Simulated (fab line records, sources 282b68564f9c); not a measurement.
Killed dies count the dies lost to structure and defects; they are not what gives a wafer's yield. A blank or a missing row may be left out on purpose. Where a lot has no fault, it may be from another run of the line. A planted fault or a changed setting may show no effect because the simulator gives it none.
Tool commonality check    flow ritCmos    14 lots, 42 wafers sampled

## WHY THIS WAS OPENED
Of 14 lots, 2 have the reading PLDD_TW flagged at RIT_PLDD_TW_MEAS_10. Wafers without a fault read 2349, standard deviation 23.
Rule: a lot gets a flag if all its wafers with a number sit over 4 standard deviations from that mean, or if no wafer of it has a number. The rest of the lots are taken to be sound.

lot   measured     on            PLDD_TW, wafer by wafer  flag
L879  day 3 14:25  filmMetro-03  2380 2380 2364           
L880  day 4 03:49  filmMetro-04  2328 2330 2321           
L882  day 4 04:05  filmMetro-01  2333 2341 2357           
L883  day 4 08:31  filmMetro-01  2340 2331 2355           
L885  day 4 17:40  filmMetro-03  2366 2366 2367           
L887  day 5 04:20  filmMetro-01  2349 2334 2356           
L891  day 6 02:28  filmMetro-03  30 30 30                 FLAGGED
L892  day 6 06:44  filmMetro-04  30 30 30                 FLAGGED
L894  day 6 23:09  filmMetro-01  2335 2342 2330           
L895  day 7 05:45  filmMetro-03  2378 2361 2375           
L896  day 7 09:44  filmMetro-01  2335 2347 2348           
L897  day 7 16:38  filmMetro-03  2371 2378 2364           
L898  day 8 00:37  filmMetro-01  2339 2329 2340           
L899  day 8 03:29  filmMetro-03  2368 2364 2367           
Averaged over the flagged lots the numbers come to 30, -2319 from the usual (-99 or more standard deviations).

## WHICH TOOL EACH LOT WENT THROUGH
The record holds 1 process step before the reading, out of a route of 202 steps. In each cell: the tool, then ch and the chambers that the sampled wafers went through, then the start.
lot   flag     RIT_PLDD_IMPLANT_08
L879           implanter-04 ch 0, day 3 14:07
L880           implanter-02 ch 0, day 4 03:30
L882           implanter-03 ch 0, day 4 03:46
L883           implanter-04 ch 0, day 4 08:14
L885           implanter-02 ch 0, day 4 17:21
L887           implanter-02 ch 0, day 5 04:02
L891  FLAGGED  implanter-02, day 6 02:08
L892  FLAGGED  implanter-04, day 6 06:25
L894           implanter-03 ch 0, day 6 22:49
L895           implanter-02 ch 0, day 7 05:25
L896           implanter-04 ch 0, day 7 09:25
L897           implanter-03 ch 0, day 7 16:19
L898           implanter-04 ch 0, day 8 00:20
L899           implanter-04 ch 0, day 8 03:10
What is done by these steps:
- RIT_PLDD_IMPLANT_08
- RIT_PLDD_TW_MEAS_10

## FLAGGED OVER TOTAL, TOOL BY TOOL (the gauges that took the reading come last)
step                 tool          lots run  flagged  share of the flagged lots  sound lots run after its first flagged lot
RIT_PLDD_IMPLANT_08  implanter-02  5         1        some                       1 (L895)
RIT_PLDD_IMPLANT_08  implanter-03  3         0        none                       -
RIT_PLDD_IMPLANT_08  implanter-04  6         1        some                       3 (L896,L898,L899)
RIT_PLDD_TW_MEAS_10  filmMetro-01  6         0        none                       -
RIT_PLDD_TW_MEAS_10  filmMetro-03  6         1        some                       3 (L895,L897,L899)
RIT_PLDD_TW_MEAS_10  filmMetro-04  2         1        some                       0

## WHAT THE TABLE ALLOWS
No row of the table ran every flagged lot.

## WHAT THE SIMULATOR PUT IN
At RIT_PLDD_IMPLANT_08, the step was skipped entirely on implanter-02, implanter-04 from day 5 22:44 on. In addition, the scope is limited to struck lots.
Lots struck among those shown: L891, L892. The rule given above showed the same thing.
